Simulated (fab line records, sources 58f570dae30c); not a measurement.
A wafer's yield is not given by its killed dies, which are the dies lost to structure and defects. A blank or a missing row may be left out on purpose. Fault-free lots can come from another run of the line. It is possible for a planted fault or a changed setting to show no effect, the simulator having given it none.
Problem report in the 8D (eight disciplines) form, filled by code -- flow berkeleyCmos170 -- the parts of the form that need people (team, actions taken, sign-off) are left out

1. WHAT IS WRONG
M2_AL_RS at UCB170_M2_RS_MEAS_02 reads a mean of 0.04853 ohm/sq on 1 wafer of 1 lot; wafers without a fault read 0.03208 ohm/sq with a standard deviation of 0.00029. Relative to the usual mean, that is a shift of +57 standard deviations.
The step: measures by four-point-probe.
First seen on wafer L997.2, day 10 21:31, on filmMetro-02. The record has a number at this step for 39 wafers belonging to 13 lots. Rule for "out" (also "out of limits"): further than 4 standard deviations from the usual mean. The rest of the wafers with a number are treated as sound.

2. WHAT IT IS; WHAT IT IS NOT
question,is,is not
which readings at this step,M2_AL_RS,-
which lots,L997,"L104, L106, L107, L108, L109, L110, L987, L988, L989, L991, L992, L996"
which wafers of those lots,L997.2,"L997.1, L997.6"
read on which gauges,filmMetro-02,"filmMetro-01, filmMetro-03"
when,from day 10 21:31,"up to then (20 sound wafers); but 18 sound wafers of L104, L106, L107, L108, L109, L110 came after"

3. THE SUSPECTS, EACH WITH WHAT RULES IT OUT
Counting: any tool at a process step up to the reading remains a suspect provided it ran every lot that is out. Sound lots after the first of them don't rule it out here, since some wafers of a struck lot are sound.
- the gauge at UCB170_M2_RS_MEAS_02 is ruled out. All the wafers that are out were read on filmMetro-02, but those of them that UCB170_M2_METAL_ETCH_18 has rows for are out there too, on other tools.
- pvdSputter-01 at UCB170_M2_SPUTTER_01 (material Al, target thk 900 nm, time 120 s): kept. It processed L997, the lot that is out, at day 10 21:26, and its most recent sound lot before then was L991 at day 9 17:52.
The count leaves pvdSputter-01 at UCB170_M2_SPUTTER_01.

4. THE CAUSE (what the simulator had put in)
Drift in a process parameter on pvdSputter-01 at UCB170_M2_SPUTTER_01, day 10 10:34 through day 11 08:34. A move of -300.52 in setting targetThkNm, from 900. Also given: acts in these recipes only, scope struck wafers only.
Counting left only this tool.

5. SEQUENCE OF EFFECTS, ordered by route
Each row: a reading where the mean over the struck wafers with a number is more than 3 standard deviations away from the usual. Only readings whose record carries a usual standard deviation are examined. hours: median over the lots of the time between each lot's start at the first step of this table that gives one and its start at this step. sigmas: the change, counted in usual standard deviations.
hours,step,reading,usual,on struck wafers,change,sigmas
0,UCB170_M2_RS_MEAS_02,M2_AL_RS,0.03208 ohm/sq,0.04853,+0.01645,+57
0,UCB170_M2_THK_MEAS_03,M2_AL_THK,892 nm,595,-297,-31
3,UCB170_M2_METAL_ETCH_18,oesProductAu,0.863 a.u.,0.694,-0.169,-14
It contains these process steps:
- UCB170_M2_METAL_ETCH_18: etches Al in Cl2/BCl3, stops on SiO2, target depth 1170 nm, time 195 s.
At these later measuring or inspecting steps, every struck wafer for which the step has a row has a number for every such reading, and none has moved that far: UCB170_V2_THK_MEAS_04.

6. HOW IT WOULD HAVE BEEN CAUGHT EARLIER
Counted from the fault's start at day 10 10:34, it took 11 hours until the first out-of-limits reading at a measuring or inspecting step in this record, taken at day 10 21:31.
An alarm limit of 4 standard deviations would not have fired on the tool readings at UCB170_M2_SPUTTER_01 for which the record gives a usual standard deviation, since none of them was out on any struck wafer.
By day 10 21:31, every lot that is out (1) had started UCB170_M2_SPUTTER_01 on pvdSputter-01. Had the tool been put on hold then, not one of them would have been saved.
